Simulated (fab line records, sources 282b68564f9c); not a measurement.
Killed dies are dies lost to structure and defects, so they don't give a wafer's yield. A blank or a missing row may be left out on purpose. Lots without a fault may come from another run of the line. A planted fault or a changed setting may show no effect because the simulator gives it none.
A struck lot beside a sound one | flow rit_cmos | 44 steps out of a route of 202
Sound: wafers L932.3, L932.4, L932.6. Struck: wafers L948.1, L948.6. (L948.4 of the same lot was not struck and is left out.) The cause comes at the end.
At each step with rows: each side's tool, then ch and its chambers, then its first start. Under that, the readings that differ: sound wafers | struck wafers | difference of the means | sigmas: that difference in standard deviations of wafers without a fault.
alike: readings whose means differ by less than 2 such deviations, and words and numbers that are the same on both sides. not compared: withheld readings, readings that some wafer has no value for, bounds like >300 that may hide the same value, and numbers for which the record gives no deviation and whose values overlap.
The two part at a step that has a row with sigmas, a row that says differs or no value, or rows on one side only. Numbers that don't overlap but have no deviation are shown without sigmas and don't part them. A reading that every wafer of one side lacks parts them only if that side has two wafers or more.

first, 2 steps without rows for these wafers: RIT_PLDD_PEB_04; RIT_PLDD_DEVELOP_05 (develop time 50 s).
RIT_PLDD_OVL_MEAS_06:
  sound on overlay-02, day 3 21:53; struck on overlay-02, day 7 04:36
  alike: PLDD_OVL
then, 2 steps without rows for these wafers: RIT_PLDD_HARDBAKE_07 (time 60 s); RIT_PLDD_IMPLANT_08.
RIT_PLDD_STRIP_09: strips in O2, time 180 s.
  sound on plasma_asher-02 ch 0,1, day 3 22:16; struck on plasma_asher-04 ch 0,1, day 7 05:11
  alike: drypump_motor_current_A, o2_flow_sccm
  not compared: rf_hours_counter_h
RIT_PLDD_TW_MEAS_10:
  sound on film_metro-03, day 3 22:24; struck on film_metro-03, day 7 05:22
  alike: PLDD_TW
then, 4 steps without rows for these wafers: RIT_SPACER_CLEAN_00 (cleans in SC1, time 600 s); RIT_SPACER_CLEAN_01 (cleans in dHF, time 30 s); RIT_SPACER_CLEAN_02 (cleans in SC2, time 600 s); RIT_SPACER_CVD_03 (deposits Si3N4 from SiH2Cl2/NH3, target thk 250 nm, time 3300 s).
RIT_SPACER_THK_MEAS_04:
  sound on film_metro-01, day 4 00:44; struck on film_metro-01, day 7 07:42
  reading                 | sound             | struck      | difference | sigmas
  SPACER_NITRIDE_THK (nm) | 241.5 242.9 240.8 | 246.3 248.6 | +5.7       | +2
RIT_SPACER_ETCHBACK_05: etches Si3N4 in SF6/CHF3, stops on SiO2, target depth 250 nm, time 240 s.
  sound on rie_diel-03 ch 0,3, day 4 00:47; struck on rie_diel-03 ch 1, day 7 07:46
  reading                                  | sound             | struck      | difference | sigmas
  rf_fwd_power_W (W)                       | 249.2 248.1 249.5 | 374.8 374.7 | +125.8     | +99 or more
  model.poly-Si_of_GATE_CVD_08.thk_nm (nm) | 168.8 167.2 165.8 | 154.9 153.6 | -13.0      |
  model.Si3N4_of_SPACER_CVD_03.thk_nm (nm) | 189 190.7 189.2   | 182.1 183.3 | -6.9       |
  alike: drypump_motor_current_A, oes_product_au, throttle_valve_pct
  not compared: rf_hours_counter_h
then, 6 steps without rows for these wafers: RIT_NSD_HMDS_00 (prime time 60 s); RIT_NSD_COAT_01 (resist thk 1000 nm); RIT_NSD_SOFTBAKE_02 (time 60 s); RIT_NSD_EXPOSE_03 (exposes mask M9, target cd 40700 nm); RIT_NSD_PEB_04; RIT_NSD_DEVELOP_05 (develop time 50 s).
RIT_NSD_OVL_MEAS_06:
  sound on overlay-01, day 4 01:55; struck on overlay-02, day 7 08:58
  alike: NSD_OVL
then, 2 steps without rows for these wafers: RIT_NSD_HARDBAKE_07 (time 60 s); RIT_NSD_IMPLANT_08.
RIT_NSD_STRIP_09: strips in O2, time 180 s.
  sound on plasma_asher-01 ch 0,1, day 4 02:18; struck on plasma_asher-01 ch 1, day 7 09:19
  alike: drypump_motor_current_A, o2_flow_sccm
  not compared: rf_hours_counter_h
RIT_NSD_TW_MEAS_10:
  sound on film_metro-02, day 4 02:26; struck on film_metro-04, day 7 09:29
  alike: NSD_TW
then, 6 steps without rows for these wafers: RIT_PSD_HMDS_00 (prime time 60 s); RIT_PSD_COAT_01 (resist thk 1000 nm); RIT_PSD_SOFTBAKE_02 (time 60 s); RIT_PSD_EXPOSE_03 (exposes mask M10, target cd 40900 nm); RIT_PSD_PEB_04; RIT_PSD_DEVELOP_05 (develop time 50 s).
RIT_PSD_OVL_MEAS_06:
  sound on overlay-01, day 4 03:29; struck on overlay-01, day 7 10:31
  alike: PSD_OVL
then, 2 steps without rows for these wafers: RIT_PSD_HARDBAKE_07 (time 60 s); RIT_PSD_IMPLANT_08.
RIT_PSD_STRIP_09: strips in O2, time 180 s.
  sound on plasma_asher-04 ch 0,1, day 4 03:52; struck on plasma_asher-01 ch 0,1, day 7 10:56
  alike: drypump_motor_current_A, o2_flow_sccm
  not compared: rf_hours_counter_h
RIT_PSD_TW_MEAS_10:
  sound on film_metro-02, day 4 04:00; struck on film_metro-02, day 7 11:07
  alike: PSD_TW
then, 2 steps without rows for these wafers: RIT_SDANNEAL_CLEAN_00 (cleans in SC1, time 600 s); RIT_SDANNEAL_CLEAN_01 (cleans in dHF, time 30 s).
RIT_SDANNEAL_CLEAN_02: cleans in SC2, time 600 s.
  sound on wet_bench-04 ch 3, day 4 04:15; struck on wet_bench-01 ch 1, day 7 11:33
  reading                                  | sound             | struck      | difference | sigmas
  model.poly-Si_of_GATE_CVD_08.thk_nm (nm) | 164.4 162.9 161.4 | 150.5 149.2 | -13.1      |
RIT_SDANNEAL_RTA_03: time 5 s.
  sound on rtp_anneal-02 ch 0, day 4 04:28; struck on rtp_anneal-01 ch 0, day 7 11:43
  reading           | sound                | struck        | difference | sigmas
  anneal_temp_c_max | 1059.1 1059.1 1061.1 | 1055.7 1056.2 | -3.8       | -2
  alike: ramp_up_c_per_s, wafer_temp_C_max
RIT_SDANNEAL_RS_MEAS_04: measures by four-point-probe.
  sound on film_metro-03, day 4 04:32; struck on film_metro-03, day 7 11:47
  alike: PSD_RS
RIT_SDANNEAL_RS_MEAS_05: measures by four-point-probe.
  sound on film_metro-03, day 4 04:40; struck on film_metro-03, day 7 11:54
  alike: NSD_RS
RIT_SDANNEAL_RS_MEAS_06: measures by four-point-probe.
  sound on film_metro-03, day 4 04:47; struck on film_metro-03, day 7 12:01
  alike: PLDD_RS
RIT_SILICIDE_WET_ETCH_00: etches SiO2 in BOE, target depth 14 nm, time 15.47 s.
  sound on wet_bench-02 ch 0, day 4 04:59; struck on wet_bench-03 ch 3, day 7 12:16
  reading                                  | sound             | struck      | difference | sigmas
  model.Si3N4_of_SPACER_CVD_03.thk_nm (nm) | 187.9 189.5 188.1 | 180.9 182.1 | -7.0       |
RIT_M1_PROBE_99:
  sound on prober-02, day 4 12:05; struck on prober-01, day 7 19:16
  alike: killed_at_contacts, killed_at_front_end, killed_dies, killed_open, killed_short

WHERE THEY PART
First at RIT_SPACER_THK_MEAS_04; last, within this record, at RIT_SDANNEAL_RTA_03. Later steps at which nothing parts them and some readings are alike: RIT_SDANNEAL_RS_MEAS_04, RIT_SDANNEAL_RS_MEAS_05, RIT_SDANNEAL_RS_MEAS_06, RIT_M1_PROBE_99.

WHY: what the simulator had put in
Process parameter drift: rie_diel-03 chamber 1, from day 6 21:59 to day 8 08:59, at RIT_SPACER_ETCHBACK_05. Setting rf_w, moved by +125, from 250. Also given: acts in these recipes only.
